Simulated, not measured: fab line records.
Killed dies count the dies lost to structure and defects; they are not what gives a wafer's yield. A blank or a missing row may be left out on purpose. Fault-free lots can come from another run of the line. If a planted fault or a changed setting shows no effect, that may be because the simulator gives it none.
fab line records | flow ritCmos
record lots=7 wafers=21 lastDay=6
route steps=202 shown NLDD@107 PLDD@114 M1@202
lots untouched by any fault: they come from a run of this same line in which no faults occurred
startH: start of the lot's first displayed wafer, in hours after the record's first day | waitH: hours elapsed since this lot's preceding step | " identical to the entry in the row above | L1.1+2: several wafers, shown together as one row | - either no value or no given start | * or withheld: withheld | < > ~ a bound
route shown NAME@n: a module of which the file shows steps, and the number in the route of the first | usual: the fault-free wafers' mean and standard deviation | same: alike in all rows | chamber/n: place in a boat | sites: the reading at each site | _std_site: standard deviation across them | _edge_site: inner sites' mean taken away from outer sites' mean | radiusMm: how far each site lies from the wafer's centre | mask NAME#n: copy n | behind: tool/chamber where the wafer was last shaped | hold: what put the lot on hold/how long, in hours/how the hold closed | device: the n, p or np transistor that did not switch | end of line: tests run on the same wafers once the route is complete | for a step that has no rows: nothing shown but its recipe | killed: dies lost to structure and defects at the first sort, not the wafer's yield | map: a wafer's dies, x killed, . not, _ none there
set.NAME: the setting the step ran with; set.NAME@STEP: the setting that earlier step ran with | model.NAME: the simulator's own value behind a step, which no gauge read
lots at some steps of the route; a table a step, a row a wafer
## steps
# step RIT_NLDD_PEB_04
# recipe resist=NOVOLAK tempC=withheld timeS=withheld
# step RIT_NLDD_DEVELOP_05
# recipe resist=NOVOLAK developTimeS=50 devTempC=23
# step RIT_NLDD_OVL_MEAS_06
# usual NLDD_OVL=-0.4/1.5
# columns lot.wafer tool chamber startH waitH NLDD_OVL[nm]
L343.2 overlay-01 - 53.14 - 0.0
L343.3 " - " " -1.8
L343.4 " - " " 0.3
L344.4 overlay-01 - 56.58 - 0.5
L344.5 " - " " -0.8
L344.6 " - " " -1.1
L352.1 overlay-02 - 96.24 - -1.0
L352.4 " - " " -2.6
L352.5 " - " " -2.6
L353.3 overlay-01 - 100.72 - -1.0
L353.4 " - " " -1.6
L353.6 " - " " -0.9
L354.1 overlay-02 - 107.08 - -0.2
L354.2 " - " " 0.6
L354.4 " - " " -0.4
L359.1 overlay-01 - 131.79 - 1.5
L359.4 " - " " 1.9
L359.5 " - " " 2.6
L360.1 overlay-01 - 137.65 - 1.3
L360.3 " - " " 2.0
L360.4 " - " " 2.0
# step RIT_NLDD_HARDBAKE_07
# recipe resist=NOVOLAK tempC=138.7 timeS=60
# step RIT_NLDD_IMPLANT_08
# recipe species=P energyKev=20 doseCm2=5e+14 tiltDeg=7
# step RIT_NLDD_STRIP_09
# recipe chemistry=O2 timeS=180 resist=NOVOLAK platenTempC=withheld powerW=500 pressureMtorr=4000 o2FlowSccm=4000
# usual drypumpMotorCurrentA=5.7/0.42
# columns lot.wafer tool chamber startH waitH drypumpMotorCurrentA rfHoursCounterH
L343.2 plasmaAsher-02 0 53.47 0.1 5.5 41
L343.3 " 0 " " 5.5 -
L343.4 " 1 " " 5.8 -
L344.4 plasmaAsher-04 1 56.95 0.1 6.1 -
L344.5 " 1 " " 6.1 -
L344.6 " 0 " " 5.5 -
L352.1 plasmaAsher-04 1 96.58 0.1 6.2 28
L352.4 " 1 " " 6.2 -
L352.5 " 1 " " 6.2 -
L353.3 plasmaAsher-04 0 101.10 0.1 5.5 -
L353.4 " 1 " " 6.2 -
L353.6 " 1 " " 6.2 -
L354.1 plasmaAsher-04 1 107.42 0.1 6.2 29
L354.2 " 0 " " 5.5 29
L354.4 " 0 " " 5.5 -
L359.1 plasmaAsher-02 0 132.13 0.1 5.5 50
L359.4 " 0 " " 5.5 -
L359.5 " 0 " " 5.5 -
L360.1 plasmaAsher-02 1 137.99 0.1 5.9 51
L360.3 " 1 " " 5.9 -
L360.4 " 0 " " 5.5 -
# step RIT_NLDD_TW_MEAS_10
# usual NLDD_TW=2501/13
# columns lot.wafer tool chamber startH waitH NLDD_TW
L343.2 filmMetro-03 - 53.65 0.1 2525
L343.3 " - " " 2507
L343.4 " - " " 2505
L344.4 filmMetro-03 - 57.10 0.1 2525
L344.5 " - " " 2513
L344.6 " - " " 2502
L352.1 filmMetro-03 - 96.75 0.1 2484
L352.4 " - " " 2498
L352.5 " - " " 2501
L353.3 filmMetro-02 - 101.24 0.1 2499
L353.4 " - " " 2501
L353.6 " - " " 2506
L354.1 filmMetro-03 - 107.59 0.1 2482
L354.2 " - " " 2491
L354.4 " - " " 2499
L359.1 filmMetro-01 - 132.30 0.1 2461
L359.4 " - " " 2486
L359.5 " - " " 2477
L360.1 filmMetro-01 - 138.16 0.1 2484
L360.3 " - " " 2488
L360.4 " - " " 2483
# step RIT_PLDD_HMDS_00
# recipe primeTimeS=60 primeTempC=140
# step RIT_PLDD_COAT_01
# recipe resist=NOVOLAK spinRpm=3250 resistThkNm=1000
# step RIT_PLDD_SOFTBAKE_02
# recipe resist=NOVOLAK tempC=90 timeS=60
# step RIT_PLDD_EXPOSE_03
# recipe maskId=M8 na=0.57 targetCdNm=40900 doseMj=250
# step RIT_PLDD_PEB_04
# recipe resist=NOVOLAK tempC=withheld timeS=withheld
# step RIT_PLDD_DEVELOP_05
# recipe resist=NOVOLAK developTimeS=50 devTempC=23
# columns lot.wafer tool chamber startH waitH
L343.2+3+4 lithoTrack-02 0 54 -
L344.4+5+6 lithoTrack-04 0 58 -
L352.1+4+5 lithoTrack-02 0 97 -
L353.3+4+6 lithoTrack-02 0 102 -
L354.1+2+4 lithoTrack-02 0 108 -
L359.1+4+5 lithoTrack-01 0 133 -
L360.1+3+4 lithoTrack-04 0 139 -
# step RIT_PLDD_OVL_MEAS_06
# usual PLDD_OVL=-0.2/1.6
# columns lot.wafer tool chamber startH waitH PLDD_OVL[nm]
L343.2 overlay-01 - 54.69 - 0.5
L343.3 " - " " 0.0
L343.4 " - " " -0.9
L344.4 overlay-02 - 58.12 - 0.3
L344.5 " - " " -0.5
L344.6 " - " " 0.2
L352.1 overlay-01 - 97.87 - -0.4
L352.4 " - " " -0.2
L352.5 " - " " -0.4
L353.3 overlay-02 - 102.21 - 4.1
L353.4 " - " " 2.6
L353.6 " - " " 3.2
L354.1 overlay-01 - 108.63 - 0.6
L354.2 " - " " -0.3
L354.4 " - " " -0.5
L359.1 overlay-01 - 133.21 - 0.5
L359.4 " - " " 0.9
L359.5 " - " " -0.5
L360.1 overlay-01 - 139.20 - -1.3
L360.3 " - " " -1.3
L360.4 " - " " -2.5
# step RIT_PLDD_HARDBAKE_07
# recipe resist=NOVOLAK tempC=140 timeS=60
# step RIT_PLDD_IMPLANT_08
# recipe species=BF2 energyKev=20 doseCm2=9e+14 tiltDeg=7
# step RIT_PLDD_STRIP_09
# recipe chemistry=O2 timeS=180 resist=NOVOLAK platenTempC=withheld powerW=500 pressureMtorr=4000 o2FlowSccm=4000
# usual drypumpMotorCurrentA=5.72/0.23
# columns lot.wafer tool chamber startH waitH drypumpMotorCurrentA rfHoursCounterH
L343.2 plasmaAsher-04 0 55.02 0.1 5.50 23
L343.3 " 1 " " 6.14 -
L343.4 " 0 " " 5.49 -
L344.4 plasmaAsher-02 0 58.50 0.1 5.47 -
L344.5 " 0 " " 5.48 -
L344.6 " 1 " " 5.82 -
L352.1 plasmaAsher-04 0 98.21 0.1 5.48 28
L352.4 " 0 " " 5.49 -
L352.5 " 1 " " 6.14 -
L353.3 plasmaAsher-04 1 102.60 0.1 6.15 -
L353.4 " 0 " " 5.48 -
L353.6 " 0 " " 5.48 -
L354.1 plasmaAsher-04 1 108.96 0.1 6.15 29
L354.2 " 0 " " 5.50 29
L354.4 " 1 " " 6.13 -
L359.1 plasmaAsher-04 1 133.55 0.1 6.17 32
L359.4 " 0 " " 5.49 -
L359.5 " 0 " " 5.50 -
L360.1 plasmaAsher-02 1 139.53 0.1 5.84 51
L360.3 " 0 " " 5.48 -
L360.4 " 1 " " 5.84 -
# step RIT_PLDD_TW_MEAS_10
# usual PLDD_TW=2359/12
# columns lot.wafer tool chamber startH waitH hold PLDD_TW
L343.2 filmMetro-01 - 55.20 0.1 - 2344
L343.3 " - " " - 2333
L343.4 " - " " - 2332
L344.4 filmMetro-02 - 58.65 0.1 - 2352
L344.5 " - " " - 2356
L344.6 " - " " - 2359
L352.1 filmMetro-01 - 98.38 0.1 awaitDispo/0.2h/release 30
L352.4 " - " " awaitDispo/0.2h/release 30
L352.5 " - " " awaitDispo/0.2h/release 30
L352.1 filmMetro-01 - 98.61 0.2 - 30
L352.4 " - " " - 30
L352.5 " - " " - 30
L353.3 filmMetro-03 - 102.73 0.1 awaitDispo/0.2h/release 30
L353.4 " - " " awaitDispo/0.2h/release 30
L353.6 " - " " awaitDispo/0.2h/release 30
L353.3 filmMetro-03 - 102.96 0.2 - 30
L353.4 " - " " - 30
L353.6 " - " " - 30
L354.1 filmMetro-02 - 109.14 0.1 awaitDispo/0.2h/release 30
L354.2 " - " " awaitDispo/0.2h/release 30
L354.4 " - " " awaitDispo/0.2h/release 30
L354.1 filmMetro-02 - 109.37 0.2 - 30
L354.2 " - " " - 30
L354.4 " - " " - 30
L359.1 filmMetro-03 - 133.72 0.1 - 2358
L359.4 " - " " - 2364
L359.5 " - " " - 2358
L360.1 filmMetro-01 - 139.71 0.1 - 2339
L360.3 " - " " - 2338
L360.4 " - " " - 2336
# step RIT_M1_PROBE_99
# usual defectLimitedYield=97.5/1.1 killedAtContacts=0.0/0.22 killedAtFrontEnd=6.5/3 killedDies=6.6/3 killedOpen=3.4/2.2 killedShort=3.3/1.7 sort_bin_3_pad_short=0.1/0.22 sort_bin_5_function=1.4/0.73 sort_bin_6_memory=1.0/0.64 sortNPass=257.4/3 sortYieldPct=97.5/1.1
# same grossDies=264 killed_at_M0_to_M3=0 killed_at_M4_up=0 killedAtBackSide=0 killedAtOther=0
# columns lot.wafer tool chamber startH waitH defectLimitedYield[%] killedAtContacts killedAtFrontEnd killedDies killedOpen killedShort sort_bin_3_pad_short[%] sort_bin_5_function[%] sort_bin_6_memory[%] sortNPass sortYieldPct[%]
L343.2 prober-01 - 68.57 0.1 94.3 0 15 15 10 5 0 3.4 2.3 249.0 94.3
L343.3 prober-01 - 68.62 0.2 96.2 0 10 10 7 3 0 2.3 1.5 254.0 96.2
L343.4 prober-01 - 68.67 0.2 97.3 0 7 7 3 4 0 1.5 1.1 257.0 97.3
L344.4 prober-02 - 72.24 0.2 94.7 0 14 14 5 9 0.8 1.1 3.4 250.0 94.7
L344.5 prober-02 - 72.29 0.2 95.8 1 10 11 6 5 0 1.9 2.3 253.0 95.8
L344.6 prober-02 - 72.34 0.2 95.1 0 13 13 11 2 0 2.7 2.3 251.0 95.1
L359.1 prober-01 - 147.18 0.1 97.7 0 6 6 4 2 0 1.5 0.8 258.0 97.7
L359.4 prober-01 - 147.33 0.2 97.7 0 6 6 3 3 0 1.5 0.8 258.0 97.7
L359.5 prober-01 - 147.38 0.2 97.7 0 6 6 3 3 0 1.5 0.8 258.0 97.7
L360.1 prober-02 - 153.35 0.1 97.0 0 8 8 3 5 0.4 0.8 1.9 256.0 97.0
L360.3 prober-02 - 153.45 0.2 98.5 0 4 4 3 1 0 1.1 0.4 260.0 98.5
L360.4 prober-02 - 153.50 0.2 97.7 0 6 6 3 3 0 1.9 0.4 258.0 97.7
# killed by level:class
L343.2 FOX1:geometricParticle:open=2 FOX2:geometricParticle:open=2 GATE:geometricParticle:short=2 SPACER:geometricParticle:open=2 SILICIDE:geometricParticle:open=2 FOX2:geometricParticle:short=1 GATE:geometricParticle:open=1 REOX:geometricParticle:open=1
L343.3 GATE:geometricParticle:open=4 FOX2:geometricParticle:open=2 FOX1:geometricParticle:open=1 FOX2:geometricParticle:short=1 GATE:geometricParticle:short=1 SPACER:geometricParticle:short=1
L343.4 GATE:geometricParticle:open=2 FOX2:geometricParticle:short=1 GATE:geometricParticle:short=1 SPACER:geometricParticle:short=1 SILICIDE:geometricParticle:short=1 SILICIDE:geometricParticle:open=1
L344.4 GATE:geometricParticle:short=5 GATE:geometricParticle:open=3 SPACER:geometricParticle:short=3 FOX1:geometricParticle:open=1 REOX:geometricParticle:short=1 SPACER:geometricParticle:open=1
L344.5 GATE:geometricParticle:short=4 GATE:geometricParticle:open=4 FOX1:geometricParticle:open=1 REOX:geometricParticle:short=1 CONTACT:geometricParticle:open=1
L344.6 GATE:geometricParticle:open=7 SPACER:geometricParticle:open=3 FOX2:geometricParticle:short=1 GATE:geometricParticle:short=1 REOX:geometricParticle:open=1
L359.1 FOX1:geometricParticle:open=1 GATE:geometricParticle:open=1 REOX:geometricParticle:open=1 SPACER:geometricParticle:open=1 SPACER:geometricParticle:short=1 SILICIDE:geometricParticle:short=1
L359.4 GATE:geometricParticle:short=2 REOX:geometricParticle:open=2 SPACER:geometricParticle:short=1 SILICIDE:geometricParticle:open=1
L359.5 GATE:geometricParticle:short=2 FOX1:geometricParticle:open=1 FOX1:geometricParticle:short=1 GATE:geometricParticle:open=1 SPACER:geometricParticle:open=1
L360.1 GATE:geometricParticle:short=3 SILICIDE:geometricParticle:short=2 FOX1:geometricParticle:open=1 SPACER:geometricParticle:open=1 SILICIDE:geometricParticle:open=1
L360.3 FOX1:geometricParticle:open=1 GATE:geometricParticle:open=1 SPACER:geometricParticle:short=1 SPACER:geometricParticle:open=1
L360.4 GATE:geometricParticle:short=2 SILICIDE:geometricParticle:open=2 GATE:geometricParticle:open=1 SPACER:geometricParticle:short=1
## key
firstSign step=RIT_PLDD_TW_MEAS_10 reading=visit direction=added
effect step=RIT_PLDD_TW_MEAS_10 reading=PLDD_TW direction=down sigmas=99+ usual=2359 struck=30
metAt RIT_PLDD_DEVELOP_05
struckWafers L352.1,L352.4,L352.5,L353.3,L353.4,L353.6,L354.1,L354.2,L354.4
scrappedBehind RIT_PLDD_TW_MEAS_10 L352.1,L352.4,L352.5,L353.3,L353.4,L353.6,L354.1,L354.2,L354.4
onsetBetween 54 97
alsoFits RIT_NLDD_STRIP_09:plasmaAsher-04
fault kind=processParameterDrift tool=lithoTrack-02 chamber=- onsetH=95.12 steps=RIT_PLDD_DEVELOP_05 channel=developTimeS offset=* shape=step endH=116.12 actsIn=* stated=*
